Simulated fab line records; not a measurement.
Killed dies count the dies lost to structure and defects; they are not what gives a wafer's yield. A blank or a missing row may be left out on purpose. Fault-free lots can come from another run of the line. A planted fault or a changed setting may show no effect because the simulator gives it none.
fab line records + flow rit_cmos
record
- lots=6
- wafers=18
- last_day=7
route steps=202 shown M1@186
lots untouched by any fault: they come from a run of this same line in which no faults occurred
start_h: start of the lot's first displayed wafer, in hours after the record's first day + wait_h: time in hours since the lot's previous step + " unchanged from the row above + L1.1+2: a single row standing in for several wafers + - value missing, or start not given + * or withheld: withheld + < > ~ a bound
route shown NAME@n: NAME is a module with steps in the file, n the number in the route of the first one + usual: average and standard deviation across the fault-free wafers + same: alike in all rows + chamber/n: place in a boat + sites: readings site by site + _std_site: standard deviation across them + _edge_site: the outer-site mean with the inner-site mean subtracted + radius_mm: how far each site lies from the wafer's centre + mask NAME#n: copy n + behind: the last tool/chamber to shape the wafer + hold: why the lot was held/for how many hours/how that ended + device: names the non-switching transistor (n, p or np) + end of line: tests of these same wafers at the route's end + a step with no rows: only its recipe + killed: dies lost to structure and defects at the first sort, not the wafer's yield + map: per-die view of a wafer (x killed, . not killed, _ where there is no die)
set.NAME: the setting the step ran with; set.NAME@STEP: the setting that earlier step ran with + model.NAME: the simulator's own value behind a step, which no gauge read
lots seen at some steps along the route; tables by step, rows by wafer
services: from which hour (start_h, from the record's first day; less than 0 if before it) a tool's chamber was out of use, for how many hours, and why
## steps
# step RIT_M1_THK_MEAS_02
# recipe
- thk_meas_gauge=xrf
- reads=Al_of_M1_SPUTTER_00
# usual
- M1_AL_THK=398/5.1
| lot.wafer | tool          | chamber | start_h | wait_h | M1_AL_THK[nm] |
|-----------|---------------|---------|---------|--------|---------------|
| L331.1    | film_metro-01 | -       | 113.97  | 0.1    | 394           |
| L331.2    | "             | -       | "       | "      | 396           |
| L331.3    | "             | -       | "       | "      | 392           |
| L332.1    | film_metro-04 | -       | 119.41  | 0.1    | 393           |
| L332.3    | "             | -       | "       | "      | 395           |
| L332.4    | "             | -       | "       | "      | 397           |
| L338.1    | film_metro-01 | -       | 149.06  | 0.1    | 401           |
| L338.3    | "             | -       | "       | "      | 397           |
| L338.4    | "             | -       | "       | "      | 396           |
| L340.2    | film_metro-01 | -       | 157.32  | 0.1    | 399           |
| L340.4    | "             | -       | "       | "      | 399           |
| L340.6    | "             | -       | "       | "      | 400           |
| L341.4    | film_metro-04 | -       | 162.18  | 0.1    | 396           |
| L341.5    | "             | -       | "       | "      | 403           |
| L341.6    | "             | -       | "       | "      | 398           |
| L343.3    | film_metro-02 | -       | 175.49  | 0.1    | 389           |
| L343.4    | "             | -       | "       | "      | 388           |
| L343.5    | "             | -       | "       | "      | 391           |
# step RIT_M1_HMDS_03
# recipe
- prime_time_s=60
- prime_temp_c=140
# step RIT_M1_COAT_04
# recipe
- resist=NOVOLAK
- spin_rpm=2000
- resist_thk_nm=1286
# step RIT_M1_SOFTBAKE_05
# recipe
- resist=NOVOLAK
- temp_c=90
- time_s=60
# step RIT_M1_EXPOSE_06
# recipe
- mask_id=M12
- na=0.6
- source_shape=conventional
- sigma_outer=0.5
- target_cd_nm=2600
- dose_mj=250
# step RIT_M1_PEB_07
# recipe
- resist=NOVOLAK
- temp_c=withheld
- time_s=withheld
# step RIT_M1_DEVELOP_08
# recipe
- resist=NOVOLAK
- develop_time_s=68
- dev_temp_c=23
# step RIT_M1_CD_MEAS_09
# recipe
- target_cd_nm=2600
# usual
- cd_nm=2600.3/2.6
| lot.wafer | tool      | chamber | start_h | wait_h | cd_nm  |
|-----------|-----------|---------|---------|--------|--------|
| L331.1    | cd_sem-02 | -       | 115.08  | -      | 2600.0 |
| L331.2    | "         | -       | "       | "      | 2599.3 |
| L331.3    | "         | -       | "       | "      | 2600.5 |
| L332.1    | cd_sem-02 | -       | 120.35  | -      | 2597.3 |
| L332.3    | "         | -       | "       | "      | 2598.4 |
| L332.4    | "         | -       | "       | "      | 2597.8 |
| L338.1    | cd_sem-02 | -       | 150.32  | -      | 2601.3 |
| L338.3    | "         | -       | "       | "      | 2601.5 |
| L338.4    | "         | -       | "       | "      | 2601.6 |
| L340.2    | cd_sem-02 | -       | 158.39  | -      | 2603.9 |
| L340.4    | "         | -       | "       | "      | 2604.0 |
| L340.6    | "         | -       | "       | "      | 2605.2 |
| L341.4    | cd_sem-02 | -       | 163.15  | -      | 2602.9 |
| L341.5    | "         | -       | "       | "      | 2601.8 |
| L341.6    | "         | -       | "       | "      | 2604.0 |
| L343.3    | cd_sem-02 | -       | 176.57  | -      | 2602.1 |
| L343.4    | "         | -       | "       | "      | 2599.7 |
| L343.5    | "         | -       | "       | "      | 2600.9 |
# step RIT_M1_OVL_MEAS_10
# usual
- M1_OVL=-0.8/1.6
| lot.wafer | tool       | chamber | start_h | wait_h | M1_OVL[nm] |
|-----------|------------|---------|---------|--------|------------|
| L331.1    | overlay-01 | -       | 115.20  | 0.1    | 2.8        |
| L331.2    | "          | -       | "       | "      | 2.7        |
| L331.3    | "          | -       | "       | "      | 2.7        |
| L332.1    | overlay-01 | -       | 120.47  | 0.1    | -1.1       |
| L332.3    | "          | -       | "       | "      | -1.1       |
| L332.4    | "          | -       | "       | "      | -0.4       |
| L338.1    | overlay-01 | -       | 150.44  | 0.1    | -0.6       |
| L338.3    | "          | -       | "       | "      | 0.7        |
| L338.4    | "          | -       | "       | "      | -0.3       |
| L340.2    | overlay-01 | -       | 158.50  | 0.1    | -0.4       |
| L340.4    | "          | -       | "       | "      | 0.4        |
| L340.6    | "          | -       | "       | "      | 0.3        |
| L341.4    | overlay-01 | -       | 163.23  | 0.1    | -0.6       |
| L341.5    | "          | -       | "       | "      | 1.1        |
| L341.6    | "          | -       | "       | "      | 0.6        |
| L343.3    | overlay-01 | -       | 176.66  | 0.1    | 0.2        |
| L343.4    | "          | -       | "       | "      | -0.2       |
| L343.5    | "          | -       | "       | "      | 0.1        |
# step RIT_M1_HARDBAKE_11
# recipe
- resist=NOVOLAK
- temp_c=140
- time_s=120
# step RIT_M1_METAL_ETCH_12
# recipe
- stop_on=SiO2
- chemistry=Cl2/BCl3
- target=Al
- time_s=165
- over_etch_frac=0.5
- pressure_mtorr=100
- target_depth_a=6000
- rf_w=250
- Cl2_flow_sccm=60
- bcl3_flow_sccm=50
# usual
- drypump_motor_current_A=5.49/0.28
- oes_product_au=0.780/0.012
- throttle_valve_pct=8.35/0.097
| lot.wafer | tool         | chamber | start_h | wait_h | drypump_motor_current_A | oes_product_au | rf_hours_counter_h | throttle_valve_pct |
|-----------|--------------|---------|---------|--------|-------------------------|----------------|--------------------|--------------------|
| L331.1    | rie_metal-03 | 1       | 115.49  | 0.2    | 5.74                    | 0.783          | 1.3                | 8.37               |
| L331.2    | "            | 0       | "       | "      | 5.76                    | 0.789          | 1.3                | 8.31               |
| L331.3    | "            | 0       | "       | "      | 5.77                    | 0.797          | -                  | 8.30               |
| L332.1    | rie_metal-04 | 0       | 120.76  | 0.2    | 5.32                    | 0.775          | 4.5                | 8.50               |
| L332.3    | "            | 0       | "       | "      | 5.31                    | 0.778          | -                  | 8.51               |
| L332.4    | "            | 1       | "       | "      | 5.72                    | 0.767          | -                  | 8.38               |
| L338.1    | rie_metal-04 | 1       | 150.73  | 0.2    | 5.71                    | 0.781          | 4.9                | 8.41               |
| L338.3    | "            | 0       | "       | "      | 5.32                    | 0.788          | -                  | 8.50               |
| L338.4    | "            | 1       | "       | "      | 5.71                    | 0.770          | -                  | 8.42               |
| L340.2    | rie_metal-03 | 1       | 158.78  | 0.2    | 5.71                    | 0.782          | 1.8                | 8.37               |
| L340.4    | "            | 0       | "       | "      | 5.75                    | 0.805          | -                  | 8.30               |
| L340.6    | "            | 1       | "       | "      | 5.71                    | 0.792          | -                  | 8.37               |
| L341.4    | rie_metal-04 | 1       | 163.61  | 0.1    | 5.67                    | 0.772          | -                  | 8.42               |
| L341.5    | "            | 0       | "       | "      | 5.31                    | 0.780          | -                  | 8.49               |
| L341.6    | "            | 1       | "       | "      | 5.69                    | 0.771          | -                  | 8.42               |
| L343.3    | rie_metal-03 | 1       | 176.99  | 0.2    | 5.73                    | 0.764          | -                  | 8.39               |
| L343.4    | "            | 0       | "       | "      | 5.78                    | 0.786          | -                  | 8.29               |
| L343.5    | "            | 0       | "       | "      | 5.74                    | 0.791          | -                  | 8.30               |
# step RIT_M1_STRIP_13
# recipe
- chemistry=nmp
- resist=NOVOLAK
- temp_c=80
- time_s=600
- dry=n2_spin
# step RIT_M1_STRIP_14
# recipe
- chemistry=O2
- time_s=180
- platen_temp_c=withheld
- power_w=500
- pressure_mtorr=4000
- o2_flow_sccm=4000
# usual
- drypump_motor_current_A=5.67/0.28
- run_length_s=208.3/0.54
| lot.wafer | tool            | chamber | start_h | wait_h | drypump_motor_current_A | rf_hours_counter_h | run_length_s |
|-----------|-----------------|---------|---------|--------|-------------------------|--------------------|--------------|
| L331.1    | plasma_asher-01 | 1       | 115.83  | 0.0    | 6.02                    | 48                 | 208.0        |
| L331.2    | "               | 0       | "       | "      | 5.21                    | 48                 | 208.2        |
| L331.3    | "               | 1       | "       | "      | 6.04                    | -                  | 208.0        |
| L332.1    | plasma_asher-04 | 1       | 121.09  | 0.0    | 5.57                    | 45                 | 207.9        |
| L332.3    | "               | 0       | "       | "      | 5.99                    | -                  | 208.0        |
| L332.4    | "               | 1       | "       | "      | 5.54                    | -                  | 207.9        |
| L338.1    | plasma_asher-01 | 1       | 151.27  | 0.0    | 5.99                    | 52                 | 208.1        |
| L338.3    | "               | 0       | "       | "      | 5.18                    | -                  | 102.2        |
| L338.4    | "               | 1       | "       | "      | 6.01                    | -                  | 208.2        |
| L340.2    | plasma_asher-02 | 1       | 159.11  | 0.0    | 5.41                    | 39                 | 208.1        |
| L340.4    | "               | 0       | "       | "      | 5.80                    | -                  | 209.3        |
| L340.6    | "               | 0       | "       | "      | 5.78                    | -                  | 209.8        |
| L341.4    | plasma_asher-01 | 0       | 164.16  | 0.1    | 5.23                    | -                  | 102.2        |
| L341.5    | "               | 0       | "       | "      | 5.22                    | -                  | 102.2        |
| L341.6    | "               | 1       | "       | "      | 6.02                    | -                  | 208.2        |
| L343.3    | plasma_asher-02 | 1       | 177.35  | 0.1    | 5.34                    | -                  | 208.5        |
| L343.4    | "               | 0       | "       | "      | 5.80                    | -                  | 209.1        |
| L343.5    | "               | 1       | "       | "      | 5.34                    | -                  | 208.1        |
# step RIT_M1_CD_MEAS_90
# recipe
- target_cd_nm=2600
# usual
- cd_nm=2601/3.1
| lot.wafer | tool      | chamber | start_h | wait_h | cd_nm |
|-----------|-----------|---------|---------|--------|-------|
| L331.1    | cd_sem-02 | -       | 116.00  | 0.1    | 2603  |
| L331.2    | "         | -       | "       | "      | 2598  |
| L331.3    | "         | -       | "       | "      | 2601  |
| L332.1    | cd_sem-01 | -       | 121.27  | 0.1    | 2599  |
| L332.3    | "         | -       | "       | "      | 2599  |
| L332.4    | "         | -       | "       | "      | 2598  |
| L338.1    | cd_sem-02 | -       | 151.45  | 0.1    | 2602  |
| L338.3    | "         | -       | "       | "      | 2602  |
| L338.4    | "         | -       | "       | "      | 2602  |
| L340.2    | cd_sem-01 | -       | 159.31  | 0.1    | 2607  |
| L340.4    | "         | -       | "       | "      | 2604  |
| L340.6    | "         | -       | "       | "      | 2608  |
| L341.4    | cd_sem-01 | -       | 164.33  | 0.1    | 2603  |
| L341.5    | "         | -       | "       | "      | 2602  |
| L341.6    | "         | -       | "       | "      | 2604  |
| L343.3    | cd_sem-01 | -       | 177.51  | 0.1    | 2606  |
| L343.4    | "         | -       | "       | "      | 2597  |
| L343.5    | "         | -       | "       | "      | 2600  |
# step RIT_M1_PROBE_99
# usual
- defect_limited_yield=97.1/1.2
- killed_at_contacts=0.0/0.22
- killed_at_front_end=7/3.2
- killed_dies=8/3.2
- killed_on_rim=1.9/1.4
- killed_open=3.7/2.1
- killed_short=3.8/2.2
- sort_bin_3_pad_short=0.1/0.24
- sort_bin_5_function=1.7/0.87
- sort_bin_6_memory=1.0/0.64
- sort_n_pass=256/3.2
- sort_yield_pct=97.1/1.2
# same
- gross_dies=264
- killed_at_M0_to_M3=0
- killed_at_M4_up=0
- killed_at_back_side=0
- killed_at_other=0
| lot.wafer | tool      | chamber | start_h | wait_h | defect_limited_yield[%] | killed_at_contacts | killed_at_front_end | killed_dies | killed_on_rim | killed_open | killed_short | sort_bin_3_pad_short[%] | sort_bin_5_function[%] | sort_bin_6_memory[%] | sort_n_pass | sort_yield_pct[%] |
|-----------|-----------|---------|---------|--------|-------------------------|--------------------|---------------------|-------------|---------------|-------------|--------------|-------------------------|------------------------|----------------------|-------------|-------------------|
| L331.1    | prober-02 | -       | 117.74  | 0.1    | 98.1                    | 0                  | 5                   | 5           | 1             | 1           | 4            | 0.8                     | 1.1                    | 0                    | 259         | 98.1              |
| L331.2    | prober-02 | -       | 117.79  | 0.1    | 98.1                    | 1                  | 4                   | 5           | 1             | 2           | 3            | 0                       | 0.4                    | 1.5                  | 259         | 98.1              |
| L331.3    | prober-02 | -       | 117.84  | 0.2    | 97.3                    | 0                  | 7                   | 7           | 1             | 4           | 3            | 0.4                     | 1.9                    | 0.4                  | 257         | 97.3              |
| L332.1    | prober-01 | -       | 123.01  | 0.1    | 95.5                    | 0                  | 12                  | 12          | 4             | 5           | 7            | 0.8                     | 2.3                    | 1.5                  | 252         | 95.5              |
| L332.3    | prober-01 | -       | 123.11  | 0.2    | 98.1                    | 0                  | 5                   | 5           | 2             | 2           | 3            | 0                       | 1.1                    | 0.8                  | 259         | 98.1              |
| L332.4    | prober-01 | -       | 123.16  | 0.2    | 98.5                    | 0                  | 4                   | 4           | 2             | 2           | 2            | 0                       | 0.8                    | 0.8                  | 260         | 98.5              |
| L338.1    | prober-01 | -       | 153.19  | 0.1    | 98.5                    | 0                  | 4                   | 4           | 1             | 3           | 1            | 0                       | 1.1                    | 0.4                  | 260         | 98.5              |
| L338.3    | prober-01 | -       | 153.29  | 0.2    | 98.1                    | 0                  | 5                   | 5           | 0             | 0           | 5            | 0                       | 1.5                    | 0.4                  | 259         | 98.1              |
| L338.4    | prober-01 | -       | 153.34  | 0.2    | 97.3                    | 0                  | 7                   | 7           | 0             | 6           | 1            | 0                       | 1.9                    | 0.8                  | 257         | 97.3              |
| L340.2    | prober-01 | -       | 161.08  | 0.1    | 98.9                    | 0                  | 3                   | 3           | 0             | 2           | 1            | 0                       | 0.8                    | 0.4                  | 261         | 98.9              |
| L340.4    | prober-01 | -       | 161.18  | 0.2    | 99.2                    | 1                  | 1                   | 2           | 0             | 2           | 0            | 0                       | 0.8                    | 0                    | 262         | 99.2              |
| L340.6    | prober-01 | -       | 161.28  | 0.2    | 98.9                    | 0                  | 3                   | 3           | 0             | 1           | 2            | 0                       | 0.8                    | 0.4                  | 261         | 98.9              |
| L341.4    | prober-02 | -       | 166.16  | 0.2    | 97.7                    | 0                  | 6                   | 6           | 2             | 4           | 2            | 0                       | 1.5                    | 0.8                  | 258         | 97.7              |
| L341.5    | prober-02 | -       | 166.21  | 0.2    | 96.2                    | 0                  | 10                  | 10          | 4             | 5           | 5            | 0                       | 2.3                    | 1.5                  | 254         | 96.2              |
| L341.6    | prober-02 | -       | 166.26  | 0.2    | 97.0                    | 0                  | 8                   | 8           | 1             | 6           | 2            | 0.4                     | 1.9                    | 0.8                  | 256         | 97.0              |
| L343.3    | prober-02 | -       | 179.31  | 0.2    | 95.1                    | 0                  | 13                  | 13          | 2             | 6           | 7            | 0.4                     | 3.0                    | 1.5                  | 251         | 95.1              |
| L343.4    | prober-02 | -       | 179.36  | 0.2    | 97.7                    | 0                  | 6                   | 6           | 2             | 3           | 3            | 0                       | 1.9                    | 0.4                  | 258         | 97.7              |
| L343.5    | prober-02 | -       | 179.41  | 0.2    | 96.6                    | 0                  | 9                   | 9           | 3             | 3           | 6            | 0                       | 1.9                    | 1.5                  | 255         | 96.6              |
# killed by level:class
L331.1 GATE:geometric_particle:short=2 GATE:geometric_particle:open=1 SPACER:geometric_particle:short=1 SILICIDE:geometric_particle:short=1
L331.2 FOX1:geometric_particle:open=1 GATE:geometric_particle:short=1 GATE:geometric_particle:open=1 SPACER:geometric_particle:short=1 CONTACT:geometric_particle:short=1
L331.3 GATE:geometric_particle:short=2 GATE:geometric_particle:open=2 SPACER:geometric_particle:open=2 SPACER:geometric_particle:short=1
L332.1 GATE:geometric_particle:open=3 REOX:geometric_particle:short=3 GATE:geometric_particle:short=2 FOX1:geometric_particle:short=1 FOX1:geometric_particle:open=1 FOX2:geometric_particle:open=1 SPACER:geometric_particle:short=1
L332.3 FOX1:geometric_particle:short=1 GATE:geometric_particle:open=1 REOX:geometric_particle:short=1 SILICIDE:geometric_particle:open=1 SILICIDE:geometric_particle:short=1
L332.4 FOX2:geometric_particle:short=1 FOX2:geometric_particle:open=1 GATE:geometric_particle:short=1 REOX:geometric_particle:open=1
L338.1 GATE:geometric_particle:open=1 REOX:geometric_particle:open=1 REOX:geometric_particle:short=1 SPACER:geometric_particle:open=1
L338.3 GATE:geometric_particle:short=4 SPACER:geometric_particle:short=1
L338.4 GATE:geometric_particle:open=3 FOX1:geometric_particle:open=2 REOX:geometric_particle:short=1 REOX:geometric_particle:open=1
L340.2 FOX1:geometric_particle:open=1 GATE:geometric_particle:open=1 SILICIDE:geometric_particle:short=1
L340.4 FOX1:geometric_particle:open=1 CONTACT:geometric_particle:open=1
L340.6 SILICIDE:geometric_particle:short=2 FOX1:geometric_particle:open=1
L341.4 FOX2:geometric_particle:open=2 GATE:geometric_particle:short=2 GATE:geometric_particle:open=1 SPACER:geometric_particle:open=1
L341.5 GATE:geometric_particle:short=2 GATE:geometric_particle:open=2 REOX:geometric_particle:short=2 FOX1:geometric_particle:short=1 FOX1:geometric_particle:open=1 REOX:geometric_particle:open=1 SILICIDE:geometric_particle:open=1
L341.6 GATE:geometric_particle:open=4 FOX2:geometric_particle:short=1 FOX2:geometric_particle:open=1 GATE:geometric_particle:short=1 SPACER:geometric_particle:open=1
L343.3 GATE:geometric_particle:short=4 REOX:geometric_particle:open=3 GATE:geometric_particle:open=1 REOX:geometric_particle:short=1 SPACER:geometric_particle:short=1 SPACER:geometric_particle:open=1 SILICIDE:geometric_particle:short=1 SILICIDE:geometric_particle:open=1
L343.4 GATE:geometric_particle:open=2 GATE:geometric_particle:short=1 SPACER:geometric_particle:short=1 SPACER:geometric_particle:open=1 SILICIDE:geometric_particle:short=1
L343.5 FOX1:geometric_particle:open=1 FOX1:geometric_particle:short=1 FOX2:geometric_particle:open=1 FOX2:geometric_particle:short=1 GATE:geometric_particle:short=1 GATE:geometric_particle:open=1 REOX:geometric_particle:short=1 SPACER:geometric_particle:short=1
## services
| tool            | chamber | start_h | hours | kind   |
|-----------------|---------|---------|-------|--------|
| plasma_asher-02 | -       | 132.94  | 4.4   | repair |
| plasma_asher-02 | -       | 165.77  | 2.1   | repair |
## key
first_sign
- step=RIT_M1_STRIP_14
- reading=run_length_s
- direction=down
- sigmas=99+
- usual=*
- struck=*
effect none on later readings
met_at RIT_M1_STRIP_14
struck_wafers L338.3,L341.4,L341.5
onset_between 115.83 151.27
fault
- kind=process_parameter_drift
- tool=plasma_asher-01
- chamber=0
- onset_h=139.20
- steps=RIT_M1_STRIP_14
- channel=time_s
- offset=*
- shape=step
- end_h=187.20
- acts_in=*
- stated=*
